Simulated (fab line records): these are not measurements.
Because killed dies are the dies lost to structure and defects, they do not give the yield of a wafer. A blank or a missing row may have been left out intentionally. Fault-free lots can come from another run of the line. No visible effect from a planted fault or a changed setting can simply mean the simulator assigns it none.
fab line records    flow berkeley_cmos170
record: lots: 6  wafers: 18  last_day: 12
route steps=331 shown SACOX@99 SCREENOX@100 NVT@104 M3@331
lots that met no fault: taken from a fault-free run of the same line
start_h: hours from the record's first day to the start of the lot's first wafer shown    wait_h: hours since the lot's step before    " unchanged from the row above    L1.1+2: one row covering several wafers at once    - either no value or no given start    * or withheld: withheld    < > ~ a bound
route shown NAME@n: names a module that has steps shown in the file, with the first one's number in the route    usual: mean/standard deviation of fault-free wafers    same: alike in all rows    chamber/n: place in a boat    sites: per-site readings    _std_site: their standard deviation    _edge_site: outer sites' mean less inner sites'    radius_mm: for every site, how far away it sits from the centre of the wafer    mask NAME#n: copy n    behind: the tool/chamber that last shaped the wafer    hold: why the lot went on hold/how many hours it stayed there/how the hold came to an end    device: whichever transistor did not switch (one of n, p or np)    end of line: the tests these same wafers got at the end of their route    a step without rows: its recipe alone    killed: dies lost to structure and defects at the first sort, not the wafer's yield    map: per-die view of a wafer (x killed, . not killed, _ where there is no die)
set.NAME: the setting the step ran with; set.NAME@STEP: the setting that earlier step ran with    model.NAME: the simulator's own value behind a step, which no gauge read
certain route steps with their lots: each step a table, each wafer a row
services: when a tool's chamber went out of use (start_h, in hours from the record's first day, below 0 if earlier), for how many hours, and the reason
== steps ==
step: UCB170_SACOX_THK_MEAS_02
recipe: reads: SiO2_of_SACOX_OXIDATION_01
usual: SACOX_OXIDE_THK: 14.41/0.28
lot.wafer  tool           chamber  start_h  wait_h  SACOX_OXIDE_THK[nm]
L996.4     film_metro-02  -        109.80   0.0     14.60
L996.5     "              -        "        "       14.46
L996.6     "              -        "        "       14.80
L995.4     film_metro-02  -        109.86   0.1     14.78
L995.5     "              -        "        "       14.75
L995.6     "              -        "        "       14.85
L103.1     film_metro-01  -        151.66   0.1     14.24
L103.2     "              -        "        "       14.20
L103.3     "              -        "        "       14.06
L107.1     film_metro-04  -        159.47   0.0     14.48
L107.2     "              -        "        "       14.24
L107.3     "              -        "        "       14.21
L105.4     film_metro-01  -        159.52   0.0     14.57
L105.5     "              -        "        "       14.61
L105.6     "              -        "        "       14.40
L118.1     film_metro-04  -        218.61   0.0     14.28
L118.2     "              -        "        "       14.54
L118.3     "              -        "        "       14.41
step: UCB170_SCREENOX_WET_ETCH_00
recipe: chemistry: dHF  dilution: 25:1  target: SiO2  temp_c: 25  time_s: 200
step: UCB170_SCREENOX_OXIDATION_01
recipe: temp_c: 900  ambient: O2  target_thk_a: 144  ox_time_s: 2400
step: UCB170_SCREENOX_THK_MEAS_02
recipe: reads: SiO2_of_SCREENOX_OXIDATION_01
usual: SCREENOX_OXIDE_THK: 14.37/0.23
lot.wafer  tool           chamber  start_h  wait_h  SCREENOX_OXIDE_THK[nm]
L995.4     film_metro-03  -        114.46   0.0     14.44
L995.5     "              -        "        "       14.20
L995.6     "              -        "        "       14.19
L996.4     film_metro-04  -        114.46   0.0     14.22
L996.5     "              -        "        "       14.18
L996.6     "              -        "        "       14.37
L103.1     film_metro-01  -        158.18   0.1     14.25
L103.2     "              -        "        "       14.29
L103.3     "              -        "        "       14.09
L107.1     film_metro-03  -        165.50   0.0     14.21
L107.2     "              -        "        "       14.14
L107.3     "              -        "        "       14.11
L105.4     film_metro-01  -        165.53   0.0     14.08
L105.5     "              -        "        "       14.36
L105.6     "              -        "        "       14.19
L118.1     film_metro-03  -        224.82   0.0     14.43
L118.2     "              -        "        "       14.56
L118.3     "              -        "        "       14.35
step: UCB170_SCREENOX_ANNEAL_03
recipe: temp_c: 900  time_s: 900  ambient: N2
step: UCB170_NVT_HMDS_00
recipe: prime_time_s: 60  prime_temp_c: 100
step: UCB170_NVT_COAT_01
recipe: resist: KrF  spin_rpm: 1500  resist_thk_nm: 900
step: UCB170_NVT_SOFTBAKE_02
recipe: resist: KrF  temp_c: 130  time_s: 62.46
usual: plate_sensor_t_centre_C: 131.41/0.011  plate_sensor_t_edge_C: 131.53/0.01
lot.wafer  tool            chamber  start_h  wait_h  plate_sensor_t_centre_C  plate_sensor_t_edge_C
L996.4     litho_track-01  0        120.09   0.1     131.39                   131.52
L996.5     "               0        "        "       131.4                    131.55
L996.6     "               0        "        "       131.41                   131.54
L995.4     litho_track-03  0        120.23   0.1     131.39                   131.52
L995.5     "               0        "        "       131.41                   131.53
L995.6     "               0        "        "       131.4                    131.53
L103.1     litho_track-04  0        163.97   0.1     131.42                   131.53
L103.2     "               0        "        "       131.42                   131.52
L103.3     "               0        "        "       131.41                   131.52
L105.4     litho_track-03  0        171.44   0.1     131.4                    131.52
L105.5     "               0        "        "       131.41                   131.55
L105.6     "               0        "        "       131.41                   131.53
L107.1     litho_track-04  0        171.76   0.1     131.41                   131.53
L107.2     "               0        "        "       131.42                   131.52
L107.3     "               0        "        "       131.42                   131.54
L118.1     litho_track-04  0        229.03   0.1     131.41                   131.53
L118.2     "               0        "        "       131.42                   131.52
L118.3     "               0        "        "       131.39                   131.53
step: UCB170_NVT_EXPOSE_03
recipe: mask_id: PWELL  target_cd_nm: 3000  na: 0.5  sigma_outer: 0.6  source_shape: conventional  dose_mj: 30
step: UCB170_NVT_PEB_04
recipe: peb_temp_c: 130  peb_time_s: withheld  resist: KrF
step: UCB170_NVT_DEVELOP_05
recipe: developer: TMAH  develop_time_s: 45  resist: KrF  dev_temp_c: 21
step: UCB170_NVT_OVL_MEAS_06
usual: NVT_OVL: -1/5.5
lot.wafer  tool        chamber  start_h  wait_h  NVT_OVL[nm]
L996.4     overlay-02  -        120.60   -       3
L996.5     "           -        "        "       0
L996.6     "           -        "        "       -1
L995.4     overlay-01  -        120.84   -       -5
L995.5     "           -        "        "       -8
L995.6     "           -        "        "       -5
L103.1     overlay-02  -        165.09   -       -1
L103.2     "           -        "        "       -4
L103.3     "           -        "        "       -9
L105.4     overlay-02  -        171.92   -       10
L105.5     "           -        "        "       6
L105.6     "           -        "        "       11
L107.1     overlay-01  -        172.43   -       -1
L107.2     "           -        "        "       2
L107.3     "           -        "        "       -1
L118.1     overlay-02  -        229.57   -       2
L118.2     "           -        "        "       -5
L118.3     "           -        "        "       7
step: UCB170_NVT_IMPLANT_07
recipe: species: BF2  dose_cm2: 3e+12  energy_kev: 50  tilt_deg: 7
usual: dose_ions_cm2: 3e+12/3.1e+09  faraday_current_uA: 9.52/0.18
lot.wafer  tool          chamber  start_h  wait_h  dose_ions_cm2  faraday_current_uA
L996.4     implanter-04  0        120.69   0.1     2.999e+12      9.68
L996.5     "             0        "        "       3e+12          9.61
L996.6     "             0        "        "       3.001e+12      9.43
L995.4     implanter-02  0        120.93   0.1     3.005e+12      9.54
L995.5     "             0        "        "       2.996e+12      9.45
L995.6     "             0        "        "       2.998e+12      9.79
L103.1     implanter-04  0        165.13   0.0     3.002e+12      9.83
L103.2     "             0        "        "       3.005e+12      9.46
L103.3     "             0        "        "       2.999e+12      9.41
L105.4     implanter-02  0        172.02   0.1     2.347e+12      7.21
L105.5     "             0        "        "       2.339e+12      7.82
L105.6     "             0        "        "       2.341e+12      7.47
L107.1     implanter-02  0        172.46   0.0     2.348e+12      7.43
L107.2     "             0        "        "       2.341e+12      7.47
L107.3     "             0        "        "       2.342e+12      7.57
L118.1     implanter-04  0        229.61   0.0     2.997e+12      9.62
L118.2     "             0        "        "       2.996e+12      9.47
L118.3     "             0        "        "       2.995e+12      9.65
step: UCB170_NVT_STRIP_08
recipe: chemistry: O2  power_w: 400  pressure_mtorr: 3500  platen_temp_c: withheld  o2_flow_sccm: 400  overash_fraction: 0.5
usual: drypump_motor_current_A: 5.8/0.71  oes_product_au: 0.735/0.0045  strip_time_to_endpoint_s: 21.68/0.063
lot.wafer  tool             chamber  start_h  wait_h  drypump_motor_current_A  oes_product_au  rf_hours_counter_h  strip_time_to_endpoint_s
L996.4     plasma_asher-03  0        120.80   0.1     4.9                      0.732           -                   21.74
L996.5     "                0        "        "       4.9                      0.734           -                   21.69
L996.6     "                1        "        "       6.1                      0.733           -                   21.73
L995.4     plasma_asher-04  0        121.04   0.1     5.1                      0.734           -                   21.56
L995.5     "                0        "        "       5.1                      0.733           -                   21.56
L995.6     "                1        "        "       6.6                      0.741           -                   21.63
L103.1     plasma_asher-01  0        165.28   0.1     6.5                      0.740           6                   21.73
L103.2     "                1        "        "       5.1                      0.738           6                   21.76
L103.3     "                0        "        "       6.5                      0.728           -                   21.72
L105.4     plasma_asher-03  0        172.13   0.1     4.9                      0.729           -                   21.65
L105.5     "                1        "        "       6.0                      0.737           -                   21.67
L105.6     "                0        "        "       4.9                      0.739           -                   21.70
L107.1     plasma_asher-01  1        172.61   0.1     5.1                      0.734           7                   21.59
L107.2     "                0        "        "       6.4                      0.739           7                   21.67
L107.3     "                1        "        "       5.1                      0.736           -                   21.62
L118.1     plasma_asher-04  0        229.76   0.1     5.1                      0.729           48                  21.63
L118.2     "                1        "        "       6.6                      0.737           48                  21.71
L118.3     "                0        "        "       5.1                      0.731           -                   21.67
step: UCB170_NVT_TW_MEAS_09
usual: NVT_TW: 526/5.6
lot.wafer  tool           chamber  start_h  wait_h  NVT_TW
L996.4     film_metro-03  -        120.89   0.1     515
L996.5     "              -        "        "       513
L996.6     "              -        "        "       513
L995.4     film_metro-02  -        121.13   0.1     526
L995.5     "              -        "        "       528
L995.6     "              -        "        "       525
L103.1     film_metro-01  -        165.38   0.1     526
L103.2     "              -        "        "       533
L103.3     "              -        "        "       532
L105.4     film_metro-02  -        172.22   0.1     489
L105.5     "              -        "        "       491
L105.6     "              -        "        "       489
L107.1     film_metro-02  -        172.71   0.1     486
L107.2     "              -        "        "       490
L107.3     "              -        "        "       490
L118.1     film_metro-03  -        229.86   0.1     515
L118.2     "              -        "        "       517
L118.3     "              -        "        "       516
step: UCB170_NVT_CLEAN_10
recipe: chemistry: SPM  temp_c: 120  time_s: 600
step: UCB170_M3_PROBE_99
lot.wafer  tool       chamber  start_h  wait_h  model.etest.nmos_0p6.r_on_ohm_um  model.etest.nmos_0p35.r_on_ohm_um  model.etest.nmos_turned.drive_ua_um  model.etest.nmos_0p35.drive_ua_um  model.etest.nmos_0p6.drive_ua_um  model.etest.nmos_narrow.drive_ua_um  model.etest.nmos_0p35.swing_mv_dec  model.etest.nmos_0p35.off_log10_a_um
L995.4     prober-02  -        171.86   0.2     2276                              1451                               575.3                                568.8                              421.9                             357                                  77.49                               -11.29
L995.5     prober-02  -        171.91   0.2     2286                              1467                               571.4                                562.6                              419.4                             358.8                                76.72                               -11.05
L995.6     prober-02  -        171.96   0.2     2315                              1469                               569.5                                560                                417.1                             356.2                                76.74                               -11.16
L996.4     prober-01  -        175.32   0.2     2270                              1449                               595.6                                588.6                              433.9                             383.2                                76.59                               -10.76
L996.5     prober-01  -        175.37   0.2     2245                              1431                               581.6                                578.4                              427.7                             366.8                                76.58                               -11.06
L996.6     prober-01  -        175.42   0.2     2254                              1468                               581.4                                573.1                              423.9                             366.2                                77.02                               -10.96
L103.1     prober-01  -        226.54   0.1     2226                              1429                               595.5                                588.2                              437                               376.1                                76.61                               -10.69
L103.2     prober-01  -        226.59   0.1     2255                              1451                               588.2                                581.7                              429.9                             362                                  76.33                               -10.75
L103.3     prober-01  -        226.64   0.2     2261                              1444                               591.7                                582.6                              431                               369.9                                76.46                               -10.78
L105.4     prober-02  -        228.34   0.2     2223                              1436                               603.7                                589.4                              440.3                             383.9                                74.79                               -9.816
L105.5     prober-02  -        228.39   0.2     2253                              1436                               600.8                                591.1                              436.2                             371.1                                74.63                               -9.883
L105.6     prober-02  -        228.44   0.2     2254                              1432                               600.4                                593.2                              440.1                             378.2                                74.91                               -9.917
L107.1     prober-01  -        236.94   0.1     2173                              1388                               613.7                                608.4                              456.5                             386.6                                73.99                               -9.801
L107.2     prober-01  -        236.99   0.1     2152                              1382                               627.3                                614.9                              460.5                             399.9                                74.41                               -9.737
L107.3     prober-01  -        237.04   0.2     2154                              1372                               625.7                                621.2                              463.2                             398.1                                74.08                               -9.64
L118.1     prober-01  -        290.53   0.1     2307                              1462                               570.3                                562.1                              413.1                             352.1                                77.32                               -10.93
L118.2     prober-01  -        290.58   0.1     2290                              1460                               573                                  573.6                              418.1                             356.8                                76.94                               -10.93
L118.3     prober-01  -        290.63   0.2     2288                              1456                               574.2                                561.4                              418.2                             357.6                                77.15                               -10.99
killed by level:class
L995.4 FIELD:geometric_particle:short=1 SPACER:geometric_particle:short=1 SILICIDE:geometric_particle:open=1
L995.5 SCREENOX:geometric_particle:open=1
L995.6 GATE:geometric_particle:open=1 CONTACT:geometric_particle:open=1
L996.4 WELLDRIVE:geometric_particle:open=1
L996.5 SPACER:geometric_particle:open=1 SILICIDE:geometric_particle:open=1 V1:geometric_particle:open=1
L996.6 SACOX:geometric_particle:open=1 GATE:geometric_particle:open=1 SPACER:geometric_particle:open=1 V1:geometric_particle:short=1 V2:geometric_particle:open=1
L103.1 GATE:geometric_particle:short=1
L103.2 WELLDRIVE:geometric_particle:short=1 ACTIVE:geometric_particle:short=1 FIELD:geometric_particle:short=1 GATE:geometric_particle:open=1 CONTACT:geometric_particle:short=1 M3:geometric_particle:open=1
L103.3 WELLDRIVE:geometric_particle:short=1 SACOX:geometric_particle:open=1 GATE:geometric_particle:short=1 GATE:geometric_particle:open=1 SPACER:geometric_particle:short=1 V1:geometric_particle:short=1 ACTIVE:area_etch=1 NWELL:area_etch=1
L107.1 M1:geometric_particle:short=1 V2:geometric_particle:short=1 V2:geometric_particle:open=1
L107.2 START:geometric_particle:short=1 WELLDRIVE:geometric_particle:short=1 FIELD:geometric_particle:open=1 SCREENOX:geometric_particle:open=1 SCREENOX:geometric_particle:short=1 GATE:geometric_particle:open=1 V1:geometric_particle:short=1 M2:geometric_particle:short=1
L107.3 WELLDRIVE:geometric_particle:open=1 GATE:geometric_particle:open=1 M3:geometric_particle:short=1
L118.1 GATE:geometric_particle:open=2 ACTIVE:area_etch=1
L118.2 GATE:geometric_particle:short=1
L118.3 GATE:geometric_particle:open=1 SILICIDE:geometric_particle:short=1 M3:geometric_particle:short=1
== services ==
tool             chamber  start_h  hours  kind
plasma_asher-01  -        99.59    0.6    repair
implanter-04     -        106.58   1.5    repair
plasma_asher-01  -        108.75   9.0    pm
plasma_asher-01  0        108.75   9.0    vent_cycle
plasma_asher-01  1        108.75   9.0    vent_cycle
plasma_asher-01  0        117.75   -      clean
plasma_asher-01  1        117.75   -      clean
plasma_asher-03  -        123.03   1.1    repair
plasma_asher-01  -        219.53   4.8    repair
== key ==
first_sign: step: UCB170_NVT_IMPLANT_07  reading: dose_ions_cm2  direction: down  sigmas: 99+  usual: 3e+12  struck: 2.343e+12
effect: step: UCB170_NVT_IMPLANT_07  reading: faraday_current_uA  direction: down  sigmas: 11  usual: 9.52  struck: 7.50
effect: step: UCB170_NVT_TW_MEAS_09  reading: NVT_TW  direction: down  sigmas: 6.6  usual: 526  struck: 489
model_effect: step: UCB170_M3_PROBE_99  value: etest.nmos_0p6.r_on_ohm_um  without: 2284  struck: 2201
met_at UCB170_NVT_IMPLANT_07
struck_wafers L105.4,L105.5,L105.6,L107.1,L107.2,L107.3
sort_left_out L105.4,L105.5,L105.6
tester_left_out L105,L107
onset_between 120.93 172.02
fault: kind: process_parameter_drift  tool: implanter-02  chamber: -  onset_h: 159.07  steps: UCB170_NVT_IMPLANT_07  channel: dose_cm2  offset: -6.6e+11  shape: step  end_h: 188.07  acts_in: these_recipes_only  stated: 3e+12
tester_left_out: of these lots the tester's yield and bins aren't shown, on N5 and GAA mostly nor the transistor test; their killed dies are dies lost to structure and defects alone, not to doping, threshold or leakage, so they don't give the yield
sort_left_out: the simulated sort isn't trusted on such a fault, so these wafers' sort isn't shown, and their yield isn't known
